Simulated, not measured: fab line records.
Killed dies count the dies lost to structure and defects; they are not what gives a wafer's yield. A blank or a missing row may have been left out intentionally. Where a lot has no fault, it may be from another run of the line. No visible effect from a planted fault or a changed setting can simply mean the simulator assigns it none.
Problem report in the 8D (eight disciplines) form, filled by code + flow rit cmos + the parts of the form that need people (team, actions taken, sign-off) are left out

== 1. THE PROBLEM ==
Mean PLDD_TW at RIT_PLDD_TW_MEAS_10: 1481 over 6 wafers in 2 lots; fault-free wafers: 2336, standard deviation 23. That puts it -37 standard deviations away from the usual mean.
First observed at day 5 05:40: wafer L505.1, on film metro-04. At this step, 42 wafers from 14 lots have a number in the record. The rule behind "out" and "out of limits": a value lying over 4 standard deviations away from the usual mean. All remaining wafers that have a number are taken as sound.

== 2. WHAT THIS IS AND IS NOT ==
| question                    | is                           | is not                                                                                 |
|-----------------------------|------------------------------|----------------------------------------------------------------------------------------|
| which readings at this step | PLDD_TW                      | -                                                                                      |
| which lots                  | L505, L508                   | L495, L496, L497, L498, L499, L500, L501, L503, L510, L511, L512, L517                 |
| which wafers of those lots  | all that have a number       | -                                                                                      |
| read on which gauges        | film metro-01, film metro-04 | film metro-03                                                                          |
| when                        | from day 5 05:40             | up to then (24 sound wafers); but 12 sound wafers of L510, L511, L512, L517 came after |

== 3. WHAT RULES OUT EACH SUSPECT ==
Counting: a tool at a process step up to the reading stays a suspect if it ran every lot that is out and no sound lot after the first of them.
- ruled out: the gauge at RIT_PLDD_TW_MEAS_10. Those wafers that are out were read across 2 gauges (film metro-01, film metro-04).
- implanter-02 at RIT_PLDD_IMPLANT_08: kept. All lots that are out passed through it, beginning with L505 at day 5 05:20, and no sound lot followed; its final sound lot before that point was L503 at day 4 16:52. Its own dose ions cm2, faraday current uA readings are out on those wafers.
Remaining after the count: implanter-02 at RIT_PLDD_IMPLANT_08.

== 4. THE CAUSE (what the simulator had put in) ==
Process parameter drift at RIT_PLDD_IMPLANT_08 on implanter-02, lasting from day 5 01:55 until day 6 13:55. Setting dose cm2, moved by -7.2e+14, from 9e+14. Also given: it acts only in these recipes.
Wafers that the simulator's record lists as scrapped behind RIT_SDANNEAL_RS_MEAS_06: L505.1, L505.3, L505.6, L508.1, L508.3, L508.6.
Only this tool survived the counting.

== 5. SEQUENCE OF EFFECTS, ordered by route ==
Rows list readings where the struck wafers' mean (over those with a number) sits beyond 3 standard deviations from the usual. Only readings whose record carries a usual standard deviation are examined. hours: median over the lots of the time between each lot's start at the first step of this table that gives one and its start at this step. sigmas: the change, counted in usual standard deviations.
| hours | step                    | reading                   | usual        | on struck wafers | change   | sigmas      |
|-------|-------------------------|---------------------------|--------------|------------------|----------|-------------|
| 0     | RIT_PLDD_IMPLANT_08     | dose ions cm2             | 9e+14        | 2e+14            | -7e+14   | -99 or more |
| 0     | RIT_PLDD_IMPLANT_08     | end station pressure torr | 7.3e-06 Torr | 5.6e-06          | -1.7e-06 | -4.7        |
| 0     | RIT_PLDD_IMPLANT_08     | faraday current uA        | 2827         | 563              | -2264    | -44         |
| 0     | RIT_PLDD_TW_MEAS_10     | PLDD_TW                   | 2336         | 1481             | -855     | -37         |
| 15    | RIT_SDANNEAL_RS_MEAS_06 | PLDD_RS                   | 178.6 ohm/sq | 598.5            | +419.9   | +99 or more |
Process steps it contains:
- RIT_PLDD_IMPLANT_08

== 6. WHAT WOULD HAVE CAUGHT IT SOONER ==
The first out-of-limits reading at a measuring or inspecting step in this record came at day 5 05:40, 4 hours after the fault's start at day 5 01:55.
Tool's own readings at RIT_PLDD_IMPLANT_08, dose ions cm2, faraday current uA: out on all struck wafers the step has rows for; an alarm limit on them would have tripped on the first.
Of the lots that are out (2), L508 began RIT_PLDD_IMPLANT_08 on implanter-02 after day 5 05:40. A hold on the tool at that time would have spared it.
